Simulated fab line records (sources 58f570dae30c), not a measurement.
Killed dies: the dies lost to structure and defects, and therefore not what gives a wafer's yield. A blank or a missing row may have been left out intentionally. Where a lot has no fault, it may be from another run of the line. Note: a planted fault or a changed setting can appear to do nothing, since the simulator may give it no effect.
Which of the tools did it? :: flow berkeley cmos170 :: Sampling: 7 lots, 21 wafers, 4 of 331 route steps

## WHAT THE GAUGES READ, wafer by wafer
UCB170_SDANNEAL_RS_MEAS_03: the measuring method here is four-point-probe.
lot: L967
measured: day 8 11:41
on: film metro-02
NSD_RS (ohm/sq): 37.13 37.17 37.11

lot: L968
measured: day 8 20:42
on: film metro-02
NSD_RS (ohm/sq): 37.32 37.33 37.29

lot: L972
measured: day 9 21:03
on: film metro-04
NSD_RS (ohm/sq): 37.39 37.26 37.38

lot: L975
measured: day 10 16:29
on: film metro-03
NSD_RS (ohm/sq): 37.19 37.17 37.09

lot: L973
measured: day 10 16:51
on: film metro-04
NSD_RS (ohm/sq): 37.16 37.21 37.28

lot: L984
measured: day 11 23:34
on: film metro-04
NSD_RS (ohm/sq): 37.23 37.31 37.25

lot: L987
measured: day 12 17:02
on: film metro-04
NSD_RS (ohm/sq): 37.21 37.26 37.28

## TOOL THAT RAN EACH LOT (tool first, then ch and the chambers of the sampled wafers, then the start)
lot: L967
UCB170_NSD_IMPLANT_08: implanter-03 ch 0, day 8 10:10
UCB170_NSD_STRIP_09: plasma asher-04 ch 0,1, day 8 10:17
UCB170_BACKSIDE_STRIP_03: plasma asher-04 ch 0,1, day 8 11:08

lot: L968
UCB170_NSD_IMPLANT_08: implanter-01 ch 0, day 8 19:15
UCB170_NSD_STRIP_09: plasma asher-04 ch 0,1, day 8 19:24
UCB170_BACKSIDE_STRIP_03: plasma asher-04 ch 0,1, day 8 20:11

lot: L972
UCB170_NSD_IMPLANT_08: implanter-02 ch 0, day 9 19:31
UCB170_NSD_STRIP_09: plasma asher-01 ch 0,1, day 9 19:40
UCB170_BACKSIDE_STRIP_03: plasma asher-04 ch 0, day 9 20:32

lot: L975
UCB170_NSD_IMPLANT_08: implanter-02 ch 0, day 10 14:59
UCB170_NSD_STRIP_09: plasma asher-01 ch 0,1, day 10 15:07
UCB170_BACKSIDE_STRIP_03: plasma asher-01 ch 0,1, day 10 15:56

lot: L973
UCB170_NSD_IMPLANT_08: implanter-03 ch 0, day 10 15:07
UCB170_NSD_STRIP_09: plasma asher-04 ch 0,1, day 10 15:14
UCB170_BACKSIDE_STRIP_03: plasma asher-04 ch 0,1, day 10 16:06

lot: L984
UCB170_NSD_IMPLANT_08: implanter-02 ch 0, day 11 22:07
UCB170_NSD_STRIP_09: plasma asher-01 ch 0,1, day 11 22:14
UCB170_BACKSIDE_STRIP_03: plasma asher-04 ch 0,1, day 11 23:02

lot: L987
UCB170_NSD_IMPLANT_08: implanter-03 ch 0, day 12 15:31
UCB170_NSD_STRIP_09: plasma asher-04 ch 0,1, day 12 15:38
UCB170_BACKSIDE_STRIP_03: plasma asher-02 ch 0,1, day 12 16:30
- UCB170_NSD_IMPLANT_08
- UCB170_NSD_STRIP_09: strips in O2.
- UCB170_BACKSIDE_STRIP_03: strips in O2.

## THE ANSWER, worked out from the rows above alone
Rule: the usual values come from the lots themselves. The widest of any qualifying gaps counts: lots, ordered by their means at a reading, are off when they make up no more than a third of the lots, leave a main group of 4 or more, and stand apart from it by 3 or more times the standard deviation of that group's means. If all means in a main group match to the digits the tables above print for the reading, that group is not used. Also off: a lot with no number at a reading for which 4 or more lots have one. Any other lot the step has rows for is counted as sound.
Across all readings shown, no lot is off: no conclusion can be drawn from this.

## WHAT THE SIMULATOR PUT IN
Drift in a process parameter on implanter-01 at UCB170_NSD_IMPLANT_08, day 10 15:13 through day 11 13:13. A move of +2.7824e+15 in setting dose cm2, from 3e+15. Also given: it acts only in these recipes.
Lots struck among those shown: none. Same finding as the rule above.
